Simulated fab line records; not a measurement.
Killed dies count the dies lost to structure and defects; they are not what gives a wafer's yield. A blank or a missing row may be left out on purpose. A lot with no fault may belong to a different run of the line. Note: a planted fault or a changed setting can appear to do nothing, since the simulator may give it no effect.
fab line records || flow rit-cmos
record {"lots": 6, "wafers": 18, "last-day": 7}
route steps=202 shown ACTIVE@1 M1@202
lots that met no fault: from a run of the same line without faults
start-h: the number of hours between the record's first day and the start of the first shown wafer of the lot || wait-h: time in hours since the lot's previous step || " as in the row above || L1.1+2: one row covering several wafers at once || - either no value or no given start || * or withheld: withheld || < > ~ a bound
route shown NAME@n: names a module that has steps shown in the file, with the first one's number in the route || usual: mean/standard deviation taken from wafers without a fault || same: alike in all rows || chamber/n: place in a boat || sites: readings site by site || _std_site: standard deviation across them || _edge_site: inner sites' mean taken away from outer sites' mean || radius-mm: for every site, how far away it sits from the centre of the wafer || mask NAME#n: copy n || behind: the tool/chamber that last shaped the wafer || hold: what put the lot on hold/how long, in hours/how the hold closed || device: names the non-switching transistor (n, p or np) || end of line: tests of these same wafers at the route's end || for a step that has no rows: nothing shown but its recipe || killed: at the first sort, the dies lost to defects and structure; wafer yield is something else || map: dies across one wafer; x = killed, . = not, _ = none there
set.NAME: the setting that was run; set.NAME@STEP: the one run at that earlier step || model.NAME: the simulator's own value behind a step, which no gauge read
lots seen at some steps along the route; tables by step, rows by wafer
## steps
# step RIT_ACTIVE_BOW_MEAS_00
# recipe {"mode": "bow"}
# usual {"INCOMING_BOW": "1/6"}
{"lot.wafer": "L180.1", "tool": "film-metro-02", "chamber": "-", "start-h": 40.00, "wait-h": "-", "INCOMING_BOW[um]": -11}
{"lot.wafer": "L180.5", "tool": "film-metro-02", "chamber": "-", "start-h": 40.00, "wait-h": "-", "INCOMING_BOW[um]": -6}
{"lot.wafer": "L180.6", "tool": "film-metro-02", "chamber": "-", "start-h": 40.00, "wait-h": "-", "INCOMING_BOW[um]": 5}
{"lot.wafer": "L183.1", "tool": "film-metro-04", "chamber": "-", "start-h": 55.00, "wait-h": "-", "INCOMING_BOW[um]": -5}
{"lot.wafer": "L183.3", "tool": "film-metro-04", "chamber": "-", "start-h": 55.00, "wait-h": "-", "INCOMING_BOW[um]": 5}
{"lot.wafer": "L183.5", "tool": "film-metro-04", "chamber": "-", "start-h": 55.00, "wait-h": "-", "INCOMING_BOW[um]": 6}
{"lot.wafer": "L184.3", "tool": "film-metro-01", "chamber": "-", "start-h": 60.04, "wait-h": "-", "INCOMING_BOW[um]": 5}
{"lot.wafer": "L184.5", "tool": "film-metro-01", "chamber": "-", "start-h": 60.04, "wait-h": "-", "INCOMING_BOW[um]": -2}
{"lot.wafer": "L184.6", "tool": "film-metro-01", "chamber": "-", "start-h": 60.04, "wait-h": "-", "INCOMING_BOW[um]": -13}
{"lot.wafer": "L186.1", "tool": "film-metro-04", "chamber": "-", "start-h": 70.00, "wait-h": "-", "INCOMING_BOW[um]": 2}
{"lot.wafer": "L186.3", "tool": "film-metro-04", "chamber": "-", "start-h": 70.00, "wait-h": "-", "INCOMING_BOW[um]": 5}
{"lot.wafer": "L186.6", "tool": "film-metro-04", "chamber": "-", "start-h": 70.00, "wait-h": "-", "INCOMING_BOW[um]": -5}
{"lot.wafer": "L192.2", "tool": "film-metro-02", "chamber": "-", "start-h": 100.02, "wait-h": "-", "INCOMING_BOW[um]": -8}
{"lot.wafer": "L192.3", "tool": "film-metro-02", "chamber": "-", "start-h": 100.02, "wait-h": "-", "INCOMING_BOW[um]": -7}
{"lot.wafer": "L192.4", "tool": "film-metro-02", "chamber": "-", "start-h": 100.02, "wait-h": "-", "INCOMING_BOW[um]": -5}
{"lot.wafer": "L195.2", "tool": "film-metro-02", "chamber": "-", "start-h": 115.02, "wait-h": "-", "INCOMING_BOW[um]": -8}
{"lot.wafer": "L195.5", "tool": "film-metro-02", "chamber": "-", "start-h": 115.02, "wait-h": "-", "INCOMING_BOW[um]": 3}
{"lot.wafer": "L195.6", "tool": "film-metro-02", "chamber": "-", "start-h": 115.02, "wait-h": "-", "INCOMING_BOW[um]": -2}
# step RIT_ACTIVE_OXIDATION_01
# recipe {"temp-c": 1000, "ambient": "O2", "target-thk-a": 468, "ox-time-s": 3360}
# step RIT_ACTIVE_THK_MEAS_02
# recipe {"reads": "SiO2_of_ACTIVE_OXIDATION_01"}
# usual {"ACTIVE_OXIDE_THK": "46.8/1.1"}
{"lot.wafer": "L180.1", "tool": "film-metro-01", "chamber": "-", "start-h": 42.05, "wait-h": 0.0, "ACTIVE_OXIDE_THK[nm]": 45.2}
{"lot.wafer": "L180.5", "tool": "film-metro-01", "chamber": "-", "start-h": 42.05, "wait-h": 0.0, "ACTIVE_OXIDE_THK[nm]": 45.4}
{"lot.wafer": "L180.6", "tool": "film-metro-01", "chamber": "-", "start-h": 42.05, "wait-h": 0.0, "ACTIVE_OXIDE_THK[nm]": 46.2}
{"lot.wafer": "L183.1", "tool": "film-metro-02", "chamber": "-", "start-h": 57.05, "wait-h": 0.0, "ACTIVE_OXIDE_THK[nm]": 48.1}
{"lot.wafer": "L183.3", "tool": "film-metro-02", "chamber": "-", "start-h": 57.05, "wait-h": 0.0, "ACTIVE_OXIDE_THK[nm]": 48.8}
{"lot.wafer": "L183.5", "tool": "film-metro-02", "chamber": "-", "start-h": 57.05, "wait-h": 0.0, "ACTIVE_OXIDE_THK[nm]": 48.5}
{"lot.wafer": "L184.3", "tool": "film-metro-01", "chamber": "-", "start-h": 62.12, "wait-h": 0.0, "ACTIVE_OXIDE_THK[nm]": 46.3}
{"lot.wafer": "L184.5", "tool": "film-metro-01", "chamber": "-", "start-h": 62.12, "wait-h": 0.0, "ACTIVE_OXIDE_THK[nm]": 46.2}
{"lot.wafer": "L184.6", "tool": "film-metro-01", "chamber": "-", "start-h": 62.12, "wait-h": 0.0, "ACTIVE_OXIDE_THK[nm]": 46.8}
{"lot.wafer": "L186.1", "tool": "film-metro-01", "chamber": "-", "start-h": 72.85, "wait-h": 0.0, "ACTIVE_OXIDE_THK[nm]": 46.8}
{"lot.wafer": "L186.3", "tool": "film-metro-01", "chamber": "-", "start-h": 72.85, "wait-h": 0.0, "ACTIVE_OXIDE_THK[nm]": 46.9}
{"lot.wafer": "L186.6", "tool": "film-metro-01", "chamber": "-", "start-h": 72.85, "wait-h": 0.0, "ACTIVE_OXIDE_THK[nm]": 47.5}
{"lot.wafer": "L192.2", "tool": "film-metro-04", "chamber": "-", "start-h": 102.06, "wait-h": 0.0, "ACTIVE_OXIDE_THK[nm]": 47.3}
{"lot.wafer": "L192.3", "tool": "film-metro-04", "chamber": "-", "start-h": 102.06, "wait-h": 0.0, "ACTIVE_OXIDE_THK[nm]": 46.7}
{"lot.wafer": "L192.4", "tool": "film-metro-04", "chamber": "-", "start-h": 102.06, "wait-h": 0.0, "ACTIVE_OXIDE_THK[nm]": 47.4}
{"lot.wafer": "L195.2", "tool": "film-metro-02", "chamber": "-", "start-h": 117.83, "wait-h": 0.0, "ACTIVE_OXIDE_THK[nm]": 46.7}
{"lot.wafer": "L195.5", "tool": "film-metro-02", "chamber": "-", "start-h": 117.83, "wait-h": 0.0, "ACTIVE_OXIDE_THK[nm]": 46.1}
{"lot.wafer": "L195.6", "tool": "film-metro-02", "chamber": "-", "start-h": 117.83, "wait-h": 0.0, "ACTIVE_OXIDE_THK[nm]": 46.4}
# step RIT_ACTIVE_CVD_03
# recipe {"material": "Si3N4", "target-thk-nm": 150, "temp-c": 810, "precursor": "SiH2Cl2/NH3", "time-s": 1500, "pressure-mtorr": 300, "sih2cl2-flow-sccm": 60, "nh3-flow-sccm": 150}
# step RIT_ACTIVE_THK_MEAS_04
# recipe {"reads": "Si3N4_of_ACTIVE_CVD_03"}
# usual {"ACTIVE_NITRIDE_THK": "149.2/1.5"}
{"lot.wafer": "L180.1", "tool": "film-metro-02", "chamber": "-", "start-h": 44.14, "wait-h": 0.0, "ACTIVE_NITRIDE_THK[nm]": 149.6}
{"lot.wafer": "L180.5", "tool": "film-metro-02", "chamber": "-", "start-h": 44.14, "wait-h": 0.0, "ACTIVE_NITRIDE_THK[nm]": 149.5}
{"lot.wafer": "L180.6", "tool": "film-metro-02", "chamber": "-", "start-h": 44.14, "wait-h": 0.0, "ACTIVE_NITRIDE_THK[nm]": 151.4}
{"lot.wafer": "L183.1", "tool": "film-metro-01", "chamber": "-", "start-h": 59.24, "wait-h": 0.0, "ACTIVE_NITRIDE_THK[nm]": 149.9}
{"lot.wafer": "L183.3", "tool": "film-metro-01", "chamber": "-", "start-h": 59.24, "wait-h": 0.0, "ACTIVE_NITRIDE_THK[nm]": 150.7}
{"lot.wafer": "L183.5", "tool": "film-metro-01", "chamber": "-", "start-h": 59.24, "wait-h": 0.0, "ACTIVE_NITRIDE_THK[nm]": 149.3}
{"lot.wafer": "L184.3", "tool": "film-metro-01", "chamber": "-", "start-h": 63.60, "wait-h": 0.0, "ACTIVE_NITRIDE_THK[nm]": 147.3}
{"lot.wafer": "L184.5", "tool": "film-metro-01", "chamber": "-", "start-h": 63.60, "wait-h": 0.0, "ACTIVE_NITRIDE_THK[nm]": 147.8}
{"lot.wafer": "L184.6", "tool": "film-metro-01", "chamber": "-", "start-h": 63.60, "wait-h": 0.0, "ACTIVE_NITRIDE_THK[nm]": 147.3}
{"lot.wafer": "L186.1", "tool": "film-metro-04", "chamber": "-", "start-h": 74.33, "wait-h": 0.0, "ACTIVE_NITRIDE_THK[nm]": 152.1}
{"lot.wafer": "L186.3", "tool": "film-metro-04", "chamber": "-", "start-h": 74.33, "wait-h": 0.0, "ACTIVE_NITRIDE_THK[nm]": 149.3}
{"lot.wafer": "L186.6", "tool": "film-metro-04", "chamber": "-", "start-h": 74.33, "wait-h": 0.0, "ACTIVE_NITRIDE_THK[nm]": 150.5}
{"lot.wafer": "L192.2", "tool": "film-metro-04", "chamber": "-", "start-h": 103.54, "wait-h": 0.0, "ACTIVE_NITRIDE_THK[nm]": 150.8}
{"lot.wafer": "L192.3", "tool": "film-metro-04", "chamber": "-", "start-h": 103.54, "wait-h": 0.0, "ACTIVE_NITRIDE_THK[nm]": 151.8}
{"lot.wafer": "L192.4", "tool": "film-metro-04", "chamber": "-", "start-h": 103.54, "wait-h": 0.0, "ACTIVE_NITRIDE_THK[nm]": 151.0}
{"lot.wafer": "L195.2", "tool": "film-metro-02", "chamber": "-", "start-h": 119.30, "wait-h": 0.0, "ACTIVE_NITRIDE_THK[nm]": 148.1}
{"lot.wafer": "L195.5", "tool": "film-metro-02", "chamber": "-", "start-h": 119.30, "wait-h": 0.0, "ACTIVE_NITRIDE_THK[nm]": 148.0}
{"lot.wafer": "L195.6", "tool": "film-metro-02", "chamber": "-", "start-h": 119.30, "wait-h": 0.0, "ACTIVE_NITRIDE_THK[nm]": 147.9}
# step RIT_ACTIVE_HMDS_05
# recipe {"prime-time-s": 60, "prime-temp-c": 140}
# step RIT_ACTIVE_COAT_06
# recipe {"resist": "NOVOLAK", "spin-rpm": 3250, "resist-thk-nm": 1008}
# step RIT_ACTIVE_SOFTBAKE_07
# recipe {"resist": "NOVOLAK", "temp-c": 90, "time-s": 60}
# usual {"heater-power-total-W": "34.57/0.047", "plate-temp-C": "89.99/0.12"}
{"lot.wafer": "L180.1", "tool": "litho-track-04", "chamber": 0, "start-h": 44.50, "wait-h": 0.1, "heater-power-total-W": 34.63, "plate-temp-C": 90.02}
{"lot.wafer": "L180.5", "tool": "litho-track-04", "chamber": 0, "start-h": 44.50, "wait-h": 0.1, "heater-power-total-W": 34.51, "plate-temp-C": 89.81}
{"lot.wafer": "L180.6", "tool": "litho-track-04", "chamber": 0, "start-h": 44.50, "wait-h": 0.1, "heater-power-total-W": 34.55, "plate-temp-C": 89.87}
{"lot.wafer": "L183.1", "tool": "litho-track-04", "chamber": 0, "start-h": 59.63, "wait-h": 0.1, "heater-power-total-W": 35.13, "plate-temp-C": 91.23}
{"lot.wafer": "L183.3", "tool": "litho-track-04", "chamber": 0, "start-h": 59.63, "wait-h": 0.1, "heater-power-total-W": 35.15, "plate-temp-C": 91.12}
{"lot.wafer": "L183.5", "tool": "litho-track-04", "chamber": 0, "start-h": 59.63, "wait-h": 0.1, "heater-power-total-W": 35.13, "plate-temp-C": 91.17}
{"lot.wafer": "L184.3", "tool": "litho-track-02", "chamber": 0, "start-h": 63.99, "wait-h": 0.1, "heater-power-total-W": 34.59, "plate-temp-C": 90.04}
{"lot.wafer": "L184.5", "tool": "litho-track-02", "chamber": 0, "start-h": 63.99, "wait-h": 0.1, "heater-power-total-W": 34.49, "plate-temp-C": 89.96}
{"lot.wafer": "L184.6", "tool": "litho-track-02", "chamber": 0, "start-h": 63.99, "wait-h": 0.1, "heater-power-total-W": 34.53, "plate-temp-C": 90.07}
{"lot.wafer": "L186.1", "tool": "litho-track-04", "chamber": 0, "start-h": 74.71, "wait-h": 0.1, "heater-power-total-W": 35.08, "plate-temp-C": 90.93}
{"lot.wafer": "L186.3", "tool": "litho-track-04", "chamber": 0, "start-h": 74.71, "wait-h": 0.1, "heater-power-total-W": 35.21, "plate-temp-C": 90.90}
{"lot.wafer": "L186.6", "tool": "litho-track-04", "chamber": 0, "start-h": 74.71, "wait-h": 0.1, "heater-power-total-W": 35.08, "plate-temp-C": 90.97}
{"lot.wafer": "L192.2", "tool": "litho-track-03", "chamber": 0, "start-h": 103.92, "wait-h": 0.1, "heater-power-total-W": 34.68, "plate-temp-C": 90.00}
{"lot.wafer": "L192.3", "tool": "litho-track-03", "chamber": 0, "start-h": 103.92, "wait-h": 0.1, "heater-power-total-W": 34.52, "plate-temp-C": 90.03}
{"lot.wafer": "L192.4", "tool": "litho-track-03", "chamber": 0, "start-h": 103.92, "wait-h": 0.1, "heater-power-total-W": 34.60, "plate-temp-C": 90.01}
{"lot.wafer": "L195.2", "tool": "litho-track-03", "chamber": 0, "start-h": 119.68, "wait-h": 0.1, "heater-power-total-W": 34.61, "plate-temp-C": 90.02}
{"lot.wafer": "L195.5", "tool": "litho-track-03", "chamber": 0, "start-h": 119.68, "wait-h": 0.1, "heater-power-total-W": 34.52, "plate-temp-C": 89.95}
{"lot.wafer": "L195.6", "tool": "litho-track-03", "chamber": 0, "start-h": 119.68, "wait-h": 0.1, "heater-power-total-W": 34.55, "plate-temp-C": 89.79}
# step RIT_ACTIVE_EXPOSE_08
# recipe {"mask-id": "M1", "na": 0.6, "source-shape": "conventional", "sigma-outer": 0.6, "target-cd-nm": 1400, "dose-mj": 225}
# step RIT_M1_PROBE_99
# usual {"killed-at-contacts": "0.1/0.26", "killed-at-front-end": "7/3.2", "killed-dies": "7/3.2", "killed-open": "3.2/2.1", "killed-short": "3.7/2.1"}
# same {"gross-dies": 264, "killed_at_M0_to_M3": 0, "killed_at_M4_up": 0, "killed-at-back-side": 0, "killed-at-other": 0}
{"lot.wafer": "L180.1", "tool": "prober-02", "chamber": "-", "start-h": 89.73, "wait-h": 0.1, "killed-at-contacts": 0, "killed-at-front-end": 4, "killed-dies": 4, "killed-open": 2, "killed-short": 2}
{"lot.wafer": "L180.5", "tool": "prober-02", "chamber": "-", "start-h": 89.93, "wait-h": 0.2, "killed-at-contacts": 1, "killed-at-front-end": 5, "killed-dies": 6, "killed-open": 2, "killed-short": 4}
{"lot.wafer": "L180.6", "tool": "prober-02", "chamber": "-", "start-h": 89.98, "wait-h": 0.2, "killed-at-contacts": 0, "killed-at-front-end": 5, "killed-dies": 5, "killed-open": 2, "killed-short": 3}
{"lot.wafer": "L183.1", "tool": "prober-01", "chamber": "-", "start-h": 103.31, "wait-h": 0.1, "killed-at-contacts": 0, "killed-at-front-end": 6, "killed-dies": 6, "killed-open": 2, "killed-short": 4}
{"lot.wafer": "L183.3", "tool": "prober-01", "chamber": "-", "start-h": 103.41, "wait-h": 0.2, "killed-at-contacts": 0, "killed-at-front-end": 16, "killed-dies": 16, "killed-open": 13, "killed-short": 3}
{"lot.wafer": "L183.5", "tool": "prober-01", "chamber": "-", "start-h": 103.51, "wait-h": 0.2, "killed-at-contacts": 0, "killed-at-front-end": 5, "killed-dies": 5, "killed-open": 2, "killed-short": 3}
{"lot.wafer": "L184.3", "tool": "prober-02", "chamber": "-", "start-h": 111.75, "wait-h": 0.2, "killed-at-contacts": 0, "killed-at-front-end": 7, "killed-dies": 7, "killed-open": 3, "killed-short": 4}
{"lot.wafer": "L184.5", "tool": "prober-02", "chamber": "-", "start-h": 111.85, "wait-h": 0.2, "killed-at-contacts": 0, "killed-at-front-end": 5, "killed-dies": 5, "killed-open": 2, "killed-short": 3}
{"lot.wafer": "L184.6", "tool": "prober-02", "chamber": "-", "start-h": 111.90, "wait-h": 0.2, "killed-at-contacts": 0, "killed-at-front-end": 12, "killed-dies": 12, "killed-open": 7, "killed-short": 5}
{"lot.wafer": "L186.1", "tool": "prober-02", "chamber": "-", "start-h": 119.62, "wait-h": 0.1, "killed-at-contacts": 0, "killed-at-front-end": 7, "killed-dies": 7, "killed-open": 5, "killed-short": 2}
{"lot.wafer": "L186.3", "tool": "prober-02", "chamber": "-", "start-h": 119.72, "wait-h": 0.2, "killed-at-contacts": 0, "killed-at-front-end": 11, "killed-dies": 11, "killed-open": 4, "killed-short": 7}
{"lot.wafer": "L186.6", "tool": "prober-02", "chamber": "-", "start-h": 119.87, "wait-h": 0.2, "killed-at-contacts": 0, "killed-at-front-end": 5, "killed-dies": 5, "killed-open": 2, "killed-short": 3}
{"lot.wafer": "L192.2", "tool": "prober-02", "chamber": "-", "start-h": 148.68, "wait-h": 0.1, "killed-at-contacts": 0, "killed-at-front-end": 4, "killed-dies": 4, "killed-open": 0, "killed-short": 4}
{"lot.wafer": "L192.3", "tool": "prober-02", "chamber": "-", "start-h": 148.73, "wait-h": 0.2, "killed-at-contacts": 1, "killed-at-front-end": 7, "killed-dies": 8, "killed-open": 4, "killed-short": 4}
{"lot.wafer": "L192.4", "tool": "prober-02", "chamber": "-", "start-h": 148.78, "wait-h": 0.2, "killed-at-contacts": 0, "killed-at-front-end": 7, "killed-dies": 7, "killed-open": 2, "killed-short": 5}
{"lot.wafer": "L195.2", "tool": "prober-01", "chamber": "-", "start-h": 162.43, "wait-h": 0.1, "killed-at-contacts": 0, "killed-at-front-end": 5, "killed-dies": 5, "killed-open": 1, "killed-short": 4}
{"lot.wafer": "L195.5", "tool": "prober-01", "chamber": "-", "start-h": 162.58, "wait-h": 0.2, "killed-at-contacts": 0, "killed-at-front-end": 9, "killed-dies": 9, "killed-open": 4, "killed-short": 5}
{"lot.wafer": "L195.6", "tool": "prober-01", "chamber": "-", "start-h": 162.63, "wait-h": 0.2, "killed-at-contacts": 0, "killed-at-front-end": 6, "killed-dies": 6, "killed-open": 2, "killed-short": 4}
# killed by level:class
L180.1 GATE:geometric-particle:open=2 FOX1:geometric-particle:short=1 GATE:geometric-particle:short=1
L180.5 SILICIDE:geometric-particle:short=2 SILICIDE:geometric-particle:open=2 GATE:geometric-particle:short=1 CONTACT:geometric-particle:short=1
L180.6 FOX1:geometric-particle:open=1 FOX1:geometric-particle:short=1 GATE:geometric-particle:open=1 GATE:geometric-particle:short=1 SPACER:geometric-particle:short=1
L183.1 SPACER:geometric-particle:short=2 GATE:geometric-particle:open=1 GATE:geometric-particle:short=1 REOX:geometric-particle:short=1 SPACER:geometric-particle:open=1
L183.3 FOX1:geometric-particle:open=3 FOX2:geometric-particle:open=3 GATE:geometric-particle:open=2 REOX:geometric-particle:open=2 SILICIDE:geometric-particle:open=2 FOX2:geometric-particle:short=1 GATE:geometric-particle:short=1 REOX:geometric-particle:short=1
L183.5 GATE:geometric-particle:short=1 GATE:geometric-particle:open=1 REOX:geometric-particle:open=1 SPACER:geometric-particle:short=1 SILICIDE:geometric-particle:short=1
L184.3 FOX2:geometric-particle:open=2 FOX1:geometric-particle:open=1 FOX1:geometric-particle:short=1 FOX2:geometric-particle:short=1 GATE:geometric-particle:short=1 REOX:geometric-particle:short=1
L184.5 FOX2:geometric-particle:short=2 FOX2:geometric-particle:open=1 GATE:geometric-particle:short=1 REOX:geometric-particle:open=1
L184.6 SPACER:geometric-particle:open=3 FOX2:geometric-particle:short=2 SPACER:geometric-particle:short=2 FOX1:geometric-particle:open=1 FOX2:geometric-particle:open=1 GATE:geometric-particle:open=1 REOX:geometric-particle:open=1 REOX:geometric-particle:short=1
L186.1 FOX1:geometric-particle:short=2 GATE:geometric-particle:open=2 REOX:geometric-particle:open=2 FOX1:geometric-particle:open=1
L186.3 GATE:geometric-particle:short=5 FOX1:geometric-particle:open=1 FOX1:geometric-particle:short=1 GATE:geometric-particle:open=1 REOX:geometric-particle:open=1 SILICIDE:geometric-particle:short=1 SILICIDE:geometric-particle:open=1
L186.6 FOX1:geometric-particle:open=1 FOX1:geometric-particle:short=1 FOX2:geometric-particle:open=1 GATE:geometric-particle:short=1 REOX:geometric-particle:short=1
L192.2 GATE:geometric-particle:short=2 ACTIVE:geometric-particle:short=1 SPACER:geometric-particle:short=1
L192.3 GATE:geometric-particle:short=3 GATE:geometric-particle:open=2 REOX:geometric-particle:open=1 SPACER:geometric-particle:short=1 CONTACT:geometric-particle:open=1
L192.4 GATE:geometric-particle:short=4 GATE:geometric-particle:open=1 REOX:geometric-particle:short=1 SILICIDE:geometric-particle:open=1
L195.2 SILICIDE:geometric-particle:short=2 GATE:geometric-particle:short=1 GATE:geometric-particle:open=1 SPACER:geometric-particle:short=1
L195.5 GATE:geometric-particle:short=3 GATE:geometric-particle:open=2 SILICIDE:geometric-particle:open=2 SPACER:geometric-particle:short=1 SILICIDE:geometric-particle:short=1
L195.6 SILICIDE:geometric-particle:short=2 FOX1:geometric-particle:short=1 FOX2:geometric-particle:short=1 REOX:geometric-particle:open=1 SILICIDE:geometric-particle:open=1
## key
first-sign {"step": "RIT_ACTIVE_SOFTBAKE_07", "reading": "heater-power-total-W", "direction": "up", "sigmas": 12, "usual": 34.57, "struck": 35.13}
effect {"step": "RIT_ACTIVE_SOFTBAKE_07", "reading": "plate-temp-C", "direction": "up", "sigmas": 8.7, "usual": "*", "struck": "*"}
met-at RIT_ACTIVE_SOFTBAKE_07
struck-wafers L183.1,L183.3,L183.5,L186.1,L186.3,L186.6
tester-left-out L183,L186
onset-between 44.50 59.63
fault {"kind": "process-parameter-drift", "tool": "litho-track-04", "chamber": "-", "onset-h": 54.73, "steps": "RIT_ACTIVE_SOFTBAKE_07", "channel": "temp-c", "offset": "*", "shape": "step", "end-h": 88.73, "acts-in": "*", "stated": "*"}
# tester-left-out: of these lots the tester's yield and bins aren't shown, on N5 and GAA mostly nor the transistor test; their killed dies are dies lost to structure and defects alone, not to doping, threshold or leakage, so they don't give the yield
